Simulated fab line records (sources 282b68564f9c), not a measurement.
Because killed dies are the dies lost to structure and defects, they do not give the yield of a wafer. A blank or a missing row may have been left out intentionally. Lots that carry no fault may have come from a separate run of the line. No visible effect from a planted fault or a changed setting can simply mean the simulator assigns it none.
Split-lot study    flow rit-cmos    23 wafers read from 5 lots, route of 202 steps

## ABOUT THE SPLIT
At RIT_CONTACT_DEVELOP_07 (develop time 120 s), the setting develop-time-s was moved away from the recipe's 120 s on 8 of the 23 wafers read, by -12.0% to +6.9%. This setting was run at the recipe's value on the other wafers.

## FROM THE SPLIT TO THE READING: what the file shows between them, 4 steps
- RIT_CONTACT_CD_MEAS_08: target cd 1000 nm
- RIT_CONTACT_HARDBAKE_10: time 60 s
- RIT_CONTACT_ETCH_11: etches SiO2 in CHF3/CF4/Ar, stops on TiSi2, target depth 480 nm, time 320 s
- RIT_CONTACT_STRIP_12: strips in O2, time 180 s

## THE READING
cd-nm, in nm, at RIT_CONTACT_CD_MEAS_90 (target cd 1000 nm). Fault-free wafers of this fab line usually give 1000.0 nm, standard deviation 2.2 nm.

wafer   tool, chamber at the split  develop-time-s as run, s  against the recipe  cd-nm, nm  against lot-mates on the recipe
L075.2  litho-track-03, 0           120                       recipe              999.3      -
L075.3  litho-track-03, 0           120                       recipe              1000.8     -
L075.5  litho-track-03, 0           120                       recipe              999.0      -
L077.1  litho-track-02, 0           120                       recipe              1001.6     -
L077.2  litho-track-02, 0           120                       recipe              1003.3     -
L077.3  litho-track-02, 0           120                       recipe              1002.8     -
L077.4  litho-track-02, 0           128.3                     +6.9%               1006.7     +4.1
L077.5  litho-track-02, 0           128.3                     +6.9%               1008.4     +5.8
L076.1  litho-track-02, 0           120                       recipe              1002.7     -
L076.2  litho-track-02, 0           105.6                     -12.0%              990.1      -11.6
L076.4  litho-track-02, 0           105.6                     -12.0%              991.6      -10.1
L076.5  litho-track-02, 0           120                       recipe              1000.6     -
L076.6  litho-track-02, 0           105.6                     -12.0%              989.4      -12.3
L078.1  litho-track-02, 0           126.3                     +5.2%               1002.1     +2.8
L078.3  litho-track-02, 0           120                       recipe              999.5      -
L078.4  litho-track-02, 0           126.3                     +5.2%               999.8      +0.4
L078.5  litho-track-02, 0           126.3                     +5.2%               1001.7     +2.4
L078.6  litho-track-02, 0           120                       recipe              999.2      -
L084.1  litho-track-01, 0           120                       recipe              1001.0     -
L084.3  litho-track-01, 0           120                       recipe              999.0      -
L084.4  litho-track-01, 0           120                       recipe              999.1      -
L084.5  litho-track-01, 0           120                       recipe              1001.0     -
L084.6  litho-track-01, 0           120                       recipe              1001.3     -

FIT RESULTS
A straight line over all 23 wafers: cd-nm changes by +0.773 nm for each +1% of develop-time-s; r = +0.91; the points scatter about the line by 1.9 nm.
The same after taking each lot's own level away (the mean of its wafers on the recipe; 23 wafers): +0.82 nm for each +1%; r = +0.96; scatter 1.3 nm.
That fit puts the effect of the largest move of develop-time-s on the reading at 9.8 nm.
Measured against the standard deviation above, the lots' own levels, which go from 999.35 to 1002.57 nm, span 1.5 times it.
Consequently the slope shifts little with the lot-to-lot level, the two slopes agreeing.
Check: -9.99 nm against its lot-mates is what the line predicts for one of the wafers moved furthest among these (-12.0%) when that wafer is left out of the fit. It came out at -11.6 nm against them.

## THE WHOLE CHAIN: every reading that the file lists as answering this split, in the file's order
step                    what it does                                                                 reading                                                         change (the file's fit)                r (the file's)
RIT_CONTACT_CD_MEAS_08  target cd 1000 nm                                                            cd-nm                                                           +0.848 nm for each +1% of the setting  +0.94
RIT_CONTACT_ETCH_11     etches SiO2 in CHF3/CF4/Ar, stops on TiSi2, target depth 480 nm, time 320 s  CONTACT.cd-nm (the simulator's own value, which no gauge read)  +0.816 nm for each +1% of the setting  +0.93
RIT_CONTACT_CD_MEAS_90  target cd 1000 nm                                                            cd-nm                                                           +0.817 nm for each +1% of the setting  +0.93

## THE FILE'S OWN FIT
cd-nm changes by +0.817 nm for each +1% of develop-time-s, r = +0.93.
